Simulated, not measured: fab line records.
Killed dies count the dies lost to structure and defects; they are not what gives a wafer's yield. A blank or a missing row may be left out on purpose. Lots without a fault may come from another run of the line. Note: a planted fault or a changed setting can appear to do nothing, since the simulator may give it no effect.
Chamber matching ; flow rit-cmos ; RIT_CONTACT_ETCH_11 on rie-diel-03 has 4 sister chambers
The step etches SiO2 in CHF3/CF4/Ar, stops on TiSi2, target depth 480 nm, time 320 s. 14 wafers are shown with their chamber, then 7 later ones without.

EACH WAFER AND ITS CHAMBER
wafer;chamber;drypump-motor-current-A (A);throttle-valve-pct (%);oes-product-au (a.u.)
L938.1;0;5.9;8.72;1.015
L938.2;1;6.2;9.07;0.967
L938.4;3;5.6;8.90;1.003
L941.1;1;6.2;9.05;0.970
L941.2;3;5.6;8.91;0.996
L941.5;1;6.2;9.06;0.974
L942.2;0;5.8;8.73;1.012
L942.4;2;5.8;8.91;0.998
L942.6;0;5.8;8.70;1.015
L943.3;2;5.8;8.90;0.991
L943.4;3;5.6;8.89;1.003
L943.5;0;5.8;8.73;1.005
L945.1;3;5.6;8.90;1.002
L945.2;1;6.2;9.06;0.969

SIGNATURES (averages over the wafers above)
reading;chamber 0;chamber 1;chamber 2;chamber 3;scatter within a chamber
drypump-motor-current-A;5.825;6.200;5.800;5.600;0.0274
throttle-valve-pct;8.7200;9.0600;8.9050;8.9000;0.0102
oes-product-au;1.01175;0.97000;0.99450;1.00100;0.00389
Rule: distance of a wafer from a chamber = root of the sum over the readings of ((wafer's reading minus chamber's mean) / reading's scatter) squared. If the next closest chamber is less than 2 further off than the closest, the wafer can't be placed; otherwise it belongs to the closest. How the scatter is found: for the shown wafers, subtract from each reading the mean of its chamber, square and add these, divide the total by (wafers less chambers), then take the root.

WAFERS WITH NO CHAMBER GIVEN
wafer;drypump-motor-current-A (A);throttle-valve-pct (%);oes-product-au (a.u.)
L945.6;6.2;9.06;0.966
L951.1;5.8;8.91;0.997
L951.2;6.2;9.05;0.973
L951.6;6.2;9.05;0.971
L955.3;5.8;8.70;1.003
L955.4;6.2;9.05;0.967
L955.5;5.8;8.93;0.992

EACH ONE'S CHAMBER
wafer;from the rows above;in truth
L945.6;1;1
L951.1;2;2
L951.2;1;1
L951.6;1;1
L955.3;0;0
L955.4;1;1
L955.5;2;2
7 of 7 placed correctly. Number that these rows cannot place: 0. Number placed wrongly: 0.
